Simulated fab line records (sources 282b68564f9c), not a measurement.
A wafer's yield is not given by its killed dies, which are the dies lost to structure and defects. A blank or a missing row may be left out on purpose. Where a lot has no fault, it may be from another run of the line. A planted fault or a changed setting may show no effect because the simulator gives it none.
Chamber matching ; flow ritCmos ; RIT_GATE_ETCH_19 on rieSi-01 has 4 sister chambers
The step etches poly-Si in SF6/CHF3/O2, stops on SiO2, time 165 s, target depth 312.5 nm. 14 wafers are shown with their chamber, then 7 later ones without.

EACH WAFER AND ITS CHAMBER
wafer;chamber;drypumpMotorCurrentA (A);throttleValvePct (%);oesProductAu (a.u.)
L309.1;2;6.31;10.24;0.836
L309.3;0;6.10;9.94;0.838
L309.5;3;5.43;10.06;0.853
L312.3;2;6.32;10.23;0.830
L312.4;1;5.77;10.26;0.865
L312.5;2;6.31;10.25;0.815
L315.1;2;6.37;10.23;0.847
L315.2;1;5.80;10.25;0.883
L315.4;1;5.80;10.28;0.866
L316.1;1;5.79;10.27;0.863
L316.4;2;6.34;10.24;0.830
L316.5;1;5.79;10.26;0.879
L318.2;0;6.09;9.95;0.842
L318.3;2;6.34;10.25;0.836

SIGNATURES (averages over the wafers above)
reading;chamber 0;chamber 1;chamber 2;chamber 3;scatter within a chamber
drypumpMotorCurrentA;6.0950;5.7900;6.3317;5.4300;0.0183
throttleValvePct;9.9450;10.2640;10.2400;10.0600;0.00985
oesProductAu;0.84000;0.87120;0.83233;0.85300;0.00946
Rule: a wafer lies at a distance from a chamber equal to the root of the sum of squares, over the readings, of (its reading less the chamber's mean, divided by the reading's scatter). If the next closest chamber is less than 2 further off than the closest, the wafer can't be placed; otherwise it belongs to the closest. The scatter: the root of (the sum of the squares of (reading less its chamber's mean) over the shown wafers, divided by (wafers less chambers)).

WAFERS WITH NO CHAMBER GIVEN
wafer;drypumpMotorCurrentA (A);throttleValvePct (%);oesProductAu (a.u.)
L318.6;6.10;9.96;0.845
L326.1;5.44;10.06;0.853
L326.2;6.34;10.24;0.838
L326.5;6.35;10.22;0.844
L330.1;5.45;10.07;0.867
L330.5;5.79;10.27;0.846
L330.6;6.32;10.24;0.841

THE CHAMBER EACH PASSED THROUGH
wafer;from the rows above;in truth
L318.6;0;0
L326.1;3;3
L326.2;2;2
L326.5;2;2
L330.1;3;3
L330.5;1;1
L330.6;2;2
Correctly placed: 7 of 7. Number that these rows cannot place: 0. Wrongly placed: 0.
